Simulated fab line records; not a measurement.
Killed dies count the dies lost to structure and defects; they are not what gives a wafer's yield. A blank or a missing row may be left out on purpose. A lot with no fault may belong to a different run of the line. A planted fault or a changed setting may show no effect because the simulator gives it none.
fab line records ; flow berkeleyCmos170 ; part 2 of 2: steps 31 to 44 of 44
record lots=5; wafers=15; lastDay=12
route steps=331 shown PWELL@47 WELLDRIVE@55 ACTIVE@60 PFIELD@79 FIELD@89
lots that met no fault: from a run of the same line without faults
startH: start of the lot's first displayed wafer, in hours after the record's first day ; waitH: hours since the lot's step before ; " the same as in the row above ; L1.1+2: a row that stands for several wafers ; - no value, or no start was given ; * or withheld: withheld ; < > ~ a bound
route shown NAME@n: a module of which the file shows steps, and the number in the route of the first ; usual: the fault-free wafers' mean and standard deviation ; same: alike in all rows ; chamber/n: place in a boat ; sites: each site's reading ; _std_site: the values' standard deviation ; _edge_site: mean of outer sites minus mean of inner sites ; radiusMm: how far each site lies from the wafer's centre ; mask NAME#n: copy n ; behind: the most recent tool/chamber to have shaped the wafer ; hold: reason for holding the lot/hours on hold/outcome of the hold ; device: which transistor (n, p or np) failed to switch ; end of line: the same wafers' tests at the end of the route ; for a step that has no rows: nothing shown but its recipe ; killed: dies lost to structure and defects at the first sort, not the wafer's yield ; map: dies across one wafer; x = killed, . = not, _ = none there
set.NAME: setting as actually run; set.NAME@STEP: the setting as run at that earlier step ; model.NAME: the simulator's own value behind a step, which no gauge read
lots at some steps of the route; a table a step, a row a wafer
services: a tool's chamber out of use, with start hour (startH, from the record's first day; less than 0 if before it), hours out, and reason
## steps
# step UCB170_ACTIVE_CD_MEAS_90
# recipe targetCdNm=1200
# usual cdNm=1199.5/1.3
lot.wafer;tool;chamber;startH;waitH;cdNm
L077.1;cdSem-01;-;114.91;0.2;1200.4
L077.4;cdSem-01;-;114.91;0.2;1201.2
L077.5;cdSem-01;-;114.91;0.2;1199.0
L079.2;cdSem-01;-;123.47;0.1;1197.8
L079.3;cdSem-01;-;123.47;0.1;1197.4
L079.6;cdSem-01;-;123.47;0.1;1198.3
L084.4;cdSem-02;-;155.25;0.1;1201.1
L084.5;cdSem-02;-;155.25;0.1;1199.7
L084.6;cdSem-02;-;155.25;0.1;1200.9
L091.2;cdSem-01;-;183.80;0.1;1201.3
L091.4;cdSem-01;-;183.80;0.1;1201.3
L091.6;cdSem-01;-;183.80;0.1;1202.5
L090.1;cdSem-01;-;184.06;0.1;1200.5
L090.5;cdSem-01;-;184.06;0.1;1200.8
L090.6;cdSem-01;-;184.06;0.1;1201.4
# step UCB170_ACTIVE_CLEAN_17
# recipe chemistry=SPM; tempC=120; timeS=600
lot.wafer;tool;chamber;startH;waitH
L077.1+4+5;wetBench-03;2;115.03;0.1
L079.2+3+6;wetBench-01;0;123.57;0.1
L084.4+5+6;wetBench-01;2;155.68;0.4
L091.2+4+6;wetBench-01;1;183.90;0.1
L090.1+5+6;wetBench-02;0;184.18;0.1
# step UCB170_PFIELD_HMDS_00
# recipe primeTimeS=60; primeTempC=100
lot.wafer;tool;chamber;startH;waitH
L077.1+4+5;lithoTrack-01;0;115.41;0.2
L079.2+3+6;lithoTrack-04;0;124.03;0.3
L084.4+5+6;lithoTrack-02;0;156.16;0.3
L091.2+4+6;lithoTrack-04;0;184.82;0.7
L090.1+5+6;lithoTrack-02;0;185.07;0.7
# step UCB170_PFIELD_COAT_01
# recipe resist=KrF; spinRpm=1500; resistThkNm=900
lot.wafer;tool;chamber;startH;waitH
L077.1+4+5;lithoTrack-01;0;115.56;0.1
L079.2+3+6;lithoTrack-04;0;124.18;0.1
L084.4+5+6;lithoTrack-02;0;156.31;0.1
L091.2+4+6;lithoTrack-04;0;184.97;0.1
L090.1+5+6;lithoTrack-02;0;185.22;0.1
# step UCB170_PFIELD_SOFTBAKE_02
# recipe resist=KrF; tempC=130; timeS=60
lot.wafer;tool;chamber;startH;waitH
L077.1+4+5;lithoTrack-01;0;115.71;0.1
L079.2+3+6;lithoTrack-04;0;124.33;0.1
L084.4+5+6;lithoTrack-02;0;156.46;0.1
L091.2+4+6;lithoTrack-04;0;185.12;0.1
L090.1+5+6;lithoTrack-02;0;185.37;0.1
# step UCB170_PFIELD_EXPOSE_03
# recipe maskId=PFIELD; na=0.5; sigmaOuter=0.6; sourceShape=conventional; targetCdNm=1500; doseMj=30
# same sigmaOuter=0.6
lot.wafer;tool;chamber;startH;waitH;mask
L077.1+4+5;krfScanner-01;0;115.99;0.2;PFIELD#0
L079.2+3+6;krfScanner-01;0;124.58;0.2;PFIELD#0
L084.4+5+6;krfScanner-01;0;156.83;0.3;PFIELD#0
L091.2+4+6;krfScanner-01;0;-;-;PFIELD#0
L090.1+5+6;krfScanner-02;0;-;-;PFIELD#0
# step UCB170_PFIELD_PEB_04
# recipe pebTempC=130; pebTimeS=withheld; resist=KrF
lot.wafer;tool;chamber;startH;waitH
L077.1+4+5;lithoTrack-01;0;116.14;0.1
L079.2+3+6;lithoTrack-01;0;124.81;0.2
L084.4+5+6;lithoTrack-02;0;157.33;0.5
L091.2+4+6;lithoTrack-04;0;-;-
L090.1+5+6;lithoTrack-04;0;-;-
# step UCB170_PFIELD_DEVELOP_05
# recipe developer=TMAH; developTimeS=45; resist=KrF; devTempC=21
lot.wafer;tool;chamber;startH;waitH
L077.1+4+5;lithoTrack-01;0;-;-
L079.2+3+6;lithoTrack-01;0;-;-
L084.4+5+6;lithoTrack-02;0;-;-
L091.2+4+6;lithoTrack-04;0;-;-
L090.1+5+6;lithoTrack-04;0;-;-
# step UCB170_PFIELD_OVL_MEAS_06
# usual PFIELD_OVL=-2/5
lot.wafer;tool;chamber;startH;waitH;PFIELD_OVL[nm]
L077.1;overlay-01;-;116.41;-;-1
L077.4;overlay-01;-;116.41;-;2
L077.5;overlay-01;-;116.41;-;-8
L079.2;overlay-02;-;125.07;-;-10
L079.3;overlay-02;-;125.07;-;-6
L079.6;overlay-02;-;125.07;-;-6
L084.4;overlay-02;-;157.55;-;2
L084.5;overlay-02;-;157.55;-;6
L084.6;overlay-02;-;157.55;-;-5
L091.2;overlay-01;-;186.97;-;-1
L091.4;overlay-01;-;186.97;-;1
L091.6;overlay-01;-;186.97;-;6
L090.1;overlay-01;-;187.24;-;-6
L090.5;overlay-01;-;187.24;-;-7
L090.6;overlay-01;-;187.24;-;-6
# step UCB170_PFIELD_IMPLANT_07
# recipe species=B; doseCm2=2e+13; energyKev=80; tiltDeg=7
# usual beamEnergyKeV=79.998/0.026
lot.wafer;tool;chamber;startH;waitH;beamEnergyKeV
L077.1;implanter-01;0;116.45;0.0;79.988
L077.4;implanter-01;0;116.45;0.0;80.040
L077.5;implanter-01;0;116.45;0.0;80.013
L079.2;implanter-02;0;125.12;0.0;80.015
L079.3;implanter-02;0;125.12;0.0;80.005
L079.6;implanter-02;0;125.12;0.0;80.007
L084.4;implanter-03;0;157.64;0.1;80.002
L084.5;implanter-03;0;157.64;0.1;80.009
L084.6;implanter-03;0;157.64;0.1;80.024
L091.2;implanter-02;0;187.03;0.0;80.017
L091.4;implanter-02;0;187.03;0.0;80.013
L091.6;implanter-02;0;187.03;0.0;79.998
L090.1;implanter-01;0;187.28;0.0;79.957
L090.5;implanter-01;0;187.28;0.0;79.977
L090.6;implanter-01;0;187.28;0.0;80.009
# step UCB170_PFIELD_STRIP_08
# recipe chemistry=O2; powerW=400; pressureMtorr=3500; platenTempC=withheld; o2FlowSccm=400; overashFraction=0.5
# usual drypumpMotorCurrentA=5.5/0.32; oesProductAu=0.735/0.0047; stripTimeToEndpointS=21.65/0.066
# same overashFraction=0.5
lot.wafer;tool;chamber;startH;waitH;drypumpMotorCurrentA;oesProductAu;rfHoursCounterH;stripTimeToEndpointS
L077.1;plasmaAsher-04;1;116.60;0.1;5.2;0.738;39;21.65
L077.4;plasmaAsher-04;0;116.60;0.1;5.1;0.734;-;21.62
L077.5;plasmaAsher-04;0;116.60;0.1;5.1;0.734;-;21.65
L079.2;plasmaAsher-04;1;125.25;0.1;5.2;0.728;40;21.64
L079.3;plasmaAsher-04;0;125.25;0.1;5.1;0.733;-;21.56
L079.6;plasmaAsher-04;0;125.25;0.1;5.1;0.734;-;21.72
L084.4;plasmaAsher-02;1;157.75;0.1;5.5;0.733;-;21.66
L084.5;plasmaAsher-02;0;157.75;0.1;5.6;0.722;-;21.55
L084.6;plasmaAsher-02;1;157.75;0.1;5.5;0.737;-;21.64
L091.2;plasmaAsher-02;0;187.15;0.1;5.6;0.730;46;21.55
L091.4;plasmaAsher-02;0;187.15;0.1;5.6;0.729;-;21.53
L091.6;plasmaAsher-02;0;187.15;0.1;5.6;0.733;-;21.58
L090.1;plasmaAsher-03;0;187.43;0.1;6.0;0.737;7;21.66
L090.5;plasmaAsher-03;1;187.43;0.1;6.0;0.732;-;21.68
L090.6;plasmaAsher-03;0;187.43;0.1;6.0;0.732;-;21.64
# step UCB170_PFIELD_TW_MEAS_09
# usual PFIELD_TW=597/6
lot.wafer;tool;chamber;startH;waitH;PFIELD_TW
L077.1;filmMetro-03;-;116.70;0.1;606
L077.4;filmMetro-03;-;116.70;0.1;601
L077.5;filmMetro-03;-;116.70;0.1;598
L079.2;filmMetro-03;-;125.36;0.1;604
L079.3;filmMetro-03;-;125.36;0.1;603
L079.6;filmMetro-03;-;125.36;0.1;605
L084.4;filmMetro-02;-;157.85;0.1;597
L084.5;filmMetro-02;-;157.85;0.1;599
L084.6;filmMetro-02;-;157.85;0.1;601
L091.2;filmMetro-03;-;187.26;0.1;601
L091.4;filmMetro-03;-;187.26;0.1;599
L091.6;filmMetro-03;-;187.26;0.1;599
L090.1;filmMetro-01;-;187.53;0.1;592
L090.5;filmMetro-01;-;187.53;0.1;594
L090.6;filmMetro-01;-;187.53;0.1;589
# step UCB170_FIELD_CLEAN_00
# recipe chemistry=dHF; dilution=25:1; timeS=7.5
lot.wafer;tool;chamber;startH;waitH
L077.1+4+5;wetBench-02;1;118.64;1.9
L079.2+3+6;wetBench-03;2;125.42;0.1
L084.4+5+6;wetBench-02;3;157.88;0.0
L091.2+4+6;wetBench-04;2;187.48;0.2
L090.1+5+6;wetBench-04;3;187.93;0.4
# step UCB170_FIELD_OXIDATION_01
# recipe tempC=1000; ambient=H2O; pH2oTorr=584.62; targetThkA=5583; oxTimeS=7200
# usual oxTempC=1000.1/0.43
lot.wafer;tool;chamber;startH;waitH;oxTempC
L077.1;furnace-02;0;120.89;2.2;1000.7
L077.4;furnace-02;0;120.89;2.2;999.8
L077.5;furnace-02;0;120.89;2.2;1000.2
L079.2;furnace-01;0;130.82;5.4;1000.8
L079.3;furnace-01;0;130.82;5.4;1000.3
L079.6;furnace-01;0;130.82;5.4;1000.9
L084.4;furnace-01;0;159.54;1.7;1000.6
L084.5;furnace-01;0;159.54;1.7;1000.4
L084.6;furnace-01;0;159.54;1.7;1000.7
L090.1;furnace-04;0;192.27;4.3;1000.6
L090.5;furnace-04;0;192.27;4.3;1000.6
L090.6;furnace-04;0;192.27;4.3;1000.1
L091.2;furnace-04;0;192.27;4.8;1000.0
L091.4;furnace-04;0;192.27;4.8;999.9
L091.6;furnace-04;0;192.27;4.8;999.7
## services
tool;chamber;startH;hours;kind
rieDiel-01;2;55.68;21.7;repair
furnace-01;-;58.18;3.8;pm
plasmaAsher-02;-;63.22;2.8;pm
krfScanner-02;-;65.20;1.3;pm
implanter-03;-;66.27;7.6;repair
krfScanner-02;-;72.58;1.0;pm
plasmaAsher-02;-;76.78;1.4;repair
krfScanner-01;-;81.61;1.3;pm
rieDiel-03;1;89.69;3.7;repair
rieDiel-01;3;92.06;4.0;repair
implanter-03;-;94.26;0.7;repair
plasmaAsher-03;-;108.75;9.0;pm
plasmaAsher-03;-;119.45;2.8;pm
furnace-02;-;129.43;3.9;pm
plasmaAsher-03;-;134.18;5.5;repair
furnace-01;-;142.04;4.8;pm
furnace-04;-;142.95;4.8;pm
rieDiel-03;3;149.39;5.0;repair
implanter-01;-;155.13;3.8;pm
krfScanner-01;-;159.27;1.0;pm
krfScanner-01;-;160.27;0.8;pm
implanter-03;-;166.25;1.4;repair
wetBench-03;-;166.43;3.2;repair
implanter-03;-;167.60;4.5;pm
